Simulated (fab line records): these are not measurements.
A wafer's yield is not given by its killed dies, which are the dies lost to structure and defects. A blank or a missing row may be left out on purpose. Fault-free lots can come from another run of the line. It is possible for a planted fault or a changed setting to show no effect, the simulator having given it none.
Code-filled problem report in 8D (eight disciplines) form / flow ritCmos / the parts of the form that need people (team, actions taken, sign-off) are left out

1. WHAT WENT WRONG
Mean M1_AL_RS at RIT_M1_RS_MEAS_01: 0.0674 ohm/sq over 5 wafers in 2 lots; fault-free wafers: 0.0734 ohm/sq, standard deviation 0.0011. Relative to the usual mean, that is a shift of -5.4 standard deviations.
The step: measures by four-point-probe.
The first sign was on wafer L835.3 at day 6 17:00, on filmMetro-02. The record holds 41 wafers of 14 lots with a number at this step. By rule, "out" or "out of limits" means more than 4 standard deviations away from the usual mean. Any other wafer with a number is counted as sound.

2. WHAT IT IS; WHAT IT IS NOT
question=which readings at this step | is=M1_AL_RS | is not=-
question=which lots | is=L835, L837 | is not=L818, L819, L820, L823, L824, L825, L827, L828, L829, L833, L838, L840
question=which wafers of those lots | is=all that have a number | is not=-
question=read on which gauges | is=filmMetro-02, filmMetro-03 | is not=filmMetro-01
question=when | is=from day 6 17:00 | is not=up to then (30 sound wafers); but 6 sound wafers of L838, L840 came after

3. SUSPECTS, AND WHAT RULES EACH OUT
Counting: any tool at a process step up to the reading is kept as a suspect provided that every lot that is out went through it and no sound lot did after the first of them.
- the gauge at RIT_M1_RS_MEAS_01 has been ruled out. Those wafers that are out were read across 2 gauges (filmMetro-02, filmMetro-03).
- pvdSputter-02 at RIT_M1_SPUTTER_00 (material Al, target thk 400 nm, time 500 s): kept. It ran every lot that is out, first L835 (day 6 16:40), and no sound lot after that; its last sound lot up to then is L833 (day 6 08:31).
The count leaves pvdSputter-02 at RIT_M1_SPUTTER_00.

4. THE CAUSE (what the simulator had put in)
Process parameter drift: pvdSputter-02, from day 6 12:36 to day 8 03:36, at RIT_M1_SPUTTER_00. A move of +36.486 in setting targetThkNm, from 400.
Only this tool survived the counting.

5. SEQUENCE OF EFFECTS, ordered by route
One row per reading whose mean, taken over the struck wafers that have a number, lies over 3 standard deviations from the usual. Scope: only readings with a usual standard deviation given in the record; hours: median across lots of the time from each lot's start at the first step in this table that gives one to its start at this step; sigmas: change in usual standard deviations.
hours=0; step=RIT_M1_RS_MEAS_01; reading=M1_AL_RS; usual=0.0734 ohm/sq; on struck wafers=0.0674; change=-0.0060; sigmas=-5.4
hours=4; step=RIT_M1_THK_MEAS_02; reading=M1_AL_THK; usual=396 nm; on struck wafers=429; change=+33; sigmas=+5.2
hours=9; step=RIT_M1_METAL_ETCH_12; reading=oesProductAu; usual=0.772 a.u.; on struck wafers=0.810; change=+0.038; sigmas=+4.3
Here are the process steps it includes:
- RIT_M1_METAL_ETCH_12: etches Al in Cl2/BCl3, stops on SiO2, time 165 s, target depth 600 nm.

6. WHAT WOULD HAVE CAUGHT IT SOONER
The first out-of-limits reading at a measuring or inspecting step in this record came at day 6 17:00, 4 hours after the fault's start at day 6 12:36.
Of the tool readings at RIT_M1_SPUTTER_00 for which the record gives a usual standard deviation, none was out on any struck wafer, so an alarm limit of 4 standard deviations on them would not have fired.
Lots out: 2; of these, L837 started RIT_M1_SPUTTER_00 on pvdSputter-02 after day 6 17:00. Putting the tool on hold at that point would have spared it.
